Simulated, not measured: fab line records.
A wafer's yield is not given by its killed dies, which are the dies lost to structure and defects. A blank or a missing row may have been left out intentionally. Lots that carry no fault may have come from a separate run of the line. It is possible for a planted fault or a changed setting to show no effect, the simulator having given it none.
Lot-split experiment ; flow ritCmos ; 23 wafers read from 5 lots, route of 202 steps

== ON THE SPLIT ==
At RIT_PSD_IMPLANT_08, the setting energyKev was moved away from the recipe's 27 on 11 of the 23 wafers read, by -3.4% to +5.6%. This setting was run at the recipe's value on the other wafers.

== FROM THE SPLIT TO THE READING: what the file shows between them, 5 steps ==
- RIT_PSD_STRIP_09: strips in O2, time 180 s
- RIT_SDANNEAL_CLEAN_00: cleans in SC1, time 600 s
- RIT_SDANNEAL_CLEAN_01: cleans in dHF, time 30 s
- RIT_SDANNEAL_CLEAN_02: cleans in SC2, time 600 s
- RIT_SDANNEAL_RTA_03: time 5 s

== THE READING ==
PSD_RS in ohm/sq, measured at RIT_SDANNEAL_RS_MEAS_04 by four-point-probe. A value of 115.90 ohm/sq with a standard deviation of 0.26 ohm/sq is what fault-free wafers of this fab line usually give.

wafer;tool, chamber at the split;energyKev as run;against the recipe;PSD_RS, ohm/sq;against lot-mates on the recipe
L075.1;implanter-04, 0;28.51;+5.6%;112.95;-2.98
L075.3;implanter-04, 0;28.51;+5.6%;112.70;-3.23
L075.4;implanter-04, 0;27;recipe;116.12;-
L075.5;implanter-04, 0;27;recipe;115.68;-
L075.6;implanter-04, 0;27;recipe;115.99;-
L079.2;implanter-01, 0;26.48;-1.9%;117.02;+1.17
L079.3;implanter-01, 0;27;recipe;115.85;-
L079.4;implanter-01, 0;26.48;-1.9%;116.90;+1.05
L079.5;implanter-01, 0;27;recipe;115.85;-
L079.6;implanter-01, 0;26.48;-1.9%;117.22;+1.37
L080.1;implanter-04, 0;26.08;-3.4%;117.68;+1.91
L080.2;implanter-04, 0;27;recipe;115.60;-
L080.3;implanter-04, 0;26.08;-3.4%;117.74;+1.96
L080.5;implanter-04, 0;27;recipe;115.95;-
L080.6;implanter-04, 0;26.08;-3.4%;117.84;+2.06
L082.1;implanter-01, 0;27;recipe;115.33;-
L082.2;implanter-01, 0;27.91;+3.4%;113.53;-1.86
L082.4;implanter-01, 0;27.91;+3.4%;113.84;-1.55
L082.5;implanter-01, 0;27.91;+3.4%;113.61;-1.78
L082.6;implanter-01, 0;27;recipe;115.45;-
L084.2;implanter-01, 0;27;recipe;115.59;-
L084.4;implanter-01, 0;27;recipe;115.90;-
L084.6;implanter-01, 0;27;recipe;116.01;-

FIT RESULTS
A straight line over all 23 wafers: PSD_RS changes by -0.576 ohm/sq for each +1% of energyKev; r = -0.99; the points scatter about the line by 0.23 ohm/sq.
The same after taking each lot's own level away (the mean of its wafers on the recipe; 23 wafers): -0.558 ohm/sq for each +1%; r = -0.99; scatter 0.15 ohm/sq.
That fit puts the effect of the largest move of energyKev on the reading at 3.1 ohm/sq.
Across the lots, their own levels run from 115.390 to 115.930 ohm/sq, a range of 2.1 times the standard deviation given above.
The two slopes are in agreement: the lot-to-lot level therefore moves the slope only a little.
Check: -3.11 ohm/sq against its lot-mates is what the line predicts for one of the wafers moved furthest among these (+5.6%) when that wafer is left out of the fit. It came out at -2.98 ohm/sq against them.

== THE WHOLE CHAIN: every reading that the file lists as answering this split, in the file's order ==
step;what it does;reading;change (the file's fit);r (the file's)
RIT_PSD_IMPLANT_08;;implant.rpNm (the simulator's own value, which no gauge read);+0.174 nm for each +1% of the setting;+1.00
RIT_PSD_IMPLANT_08;;implant.drpNm (the simulator's own value, which no gauge read);+0.0844 nm for each +1% of the setting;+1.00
RIT_SDANNEAL_RS_MEAS_04;measures by four-point-probe;PSD_RS;-0.556 for each +1% of the setting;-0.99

== THE FILE'S OWN FIT ==
PSD_RS changes by -0.556 ohm/sq for each +1% of energyKev, r = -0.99.
